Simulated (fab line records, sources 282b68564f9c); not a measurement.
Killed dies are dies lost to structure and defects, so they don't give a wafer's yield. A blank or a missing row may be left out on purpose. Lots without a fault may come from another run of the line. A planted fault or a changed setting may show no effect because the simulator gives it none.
One fault seen from 2 desks | flow rit_cmos | each desk has only its own numbers; what lay behind them comes last

THE METROLOGY DESK
What the gauges read, lot by lot, whatever tool the lot ran on: means of the sampled wafers that have a number. A lot is out of limits, marked OUT, if its mean lies more than 4 standard deviations from the usual mean; the brackets give that distance.
Columns: A = GATE_OXIDE_THK at RIT_GATE_THK_MEAS_07, usual 2.98 nm; B = GATE_OVL at RIT_GATE_OVL_MEAS_17, usual 0.6 nm; C = NSD_OVL at RIT_NSD_OVL_MEAS_06, usual 0.0 nm; D = PSD_OVL at RIT_PSD_OVL_MEAS_06, usual 2.3 nm
lot  | first seen here | A               | B    | C    | D
L747 | day 2 13:38     | 3.04            | 2.2  | 0.2  | 3.0
L749 | day 3 05:08     | 3.02            | 0.9  | -1.2 | 0.7
L750 | day 3 05:08     | 2.99            | -0.0 | 0.5  | 3.2
L751 | day 3 16:50     | 2.92            | 0.0  | -1.2 | 2.1
L753 | day 4 05:52     | 2.93            | 1.4  | 1.4  | 2.1
L756 | day 4 13:25     | 3.03            | 0.8  | -0.5 | 2.4
L757 | day 4 15:10     | 2.94            | 1.5  | -1.5 | 1.9
L758 | day 5 00:32     | 2.94            | -2.0 | -0.3 | 1.0
L759 | day 5 01:55     | 3.05            | 0.1  | -1.5 | 1.9
L760 | day 5 06:50     | 2.93            | 1.5  | -0.1 | 0.9
L761 | day 5 10:57     | 2.98            | 0.7  | -1.0 | 3.2
L763 | day 5 21:21     | 3.02            | 3.0  | 1.6  | 1.3
L766 | day 6 13:23     | 2.68 (-4.8) OUT | -0.8 | 0.6  | 3.4
L769 | day 7 07:58     | 2.71 (-4.3) OUT | 0.6  | 1.3  | 2.0
This desk's finding: out of limits on L766, L769; first on L766, day 6 13:23 (GATE_OXIDE_THK at RIT_GATE_THK_MEAS_07). In limits: L747, L749, L750, L751, L753, L756, L757, L758, L759, L760, L761, L763.

THE TOOL OWNER'S DESK: furnace-03
The tool's own readings at RIT_GATE_OXIDATION_05 (target thk 3 nm, ox time 270 s): means of the sampled wafers that have a number, for each lot that ran on this tool. A lot is out of limits, marked OUT, if its mean lies more than 4 standard deviations from the usual mean; the brackets give that distance.
Columns: A = spike_tc_centre_C at RIT_GATE_OXIDATION_05, usual 902.8 C; B = spike_tc_load_C at RIT_GATE_OXIDATION_05, usual 927.5 C
lot  | first seen here | A     | B
L749 | day 2 23:16     | 903.8 | 929.1
L750 | day 2 23:16     | 904.7 | 929.0
L751 | day 3 14:11     | 904.4 | 929.5
L758 | day 4 23:01     | 904.6 | 929.6
L761 | day 5 08:47     | 905.7 | 929.0
L763 | day 5 18:43     | 904.5 | 929.2
L766 | day 6 12:04     | 906.3 | 929.2
L769 | day 7 02:08     | 905.2 | 928.8
This desk's finding: nothing out of limits on any of the 8 lots.

PUT TOGETHER
The metrology desk could have raised an alarm at day 6 13:23, on L766, L769.
The tool owner's desk saw nothing out of limits.
The tool owner's desk has L766, L769 on record, within its limits.
Of the lots named, all ran RIT_GATE_OXIDATION_05 on furnace-03.

WHAT THE SIMULATOR HAD PUT IN
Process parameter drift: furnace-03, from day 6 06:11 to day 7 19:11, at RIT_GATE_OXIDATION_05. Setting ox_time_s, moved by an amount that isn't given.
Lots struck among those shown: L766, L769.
Hours from the fault's start to each desk's first reading out of limits: the metrology desk, 7.
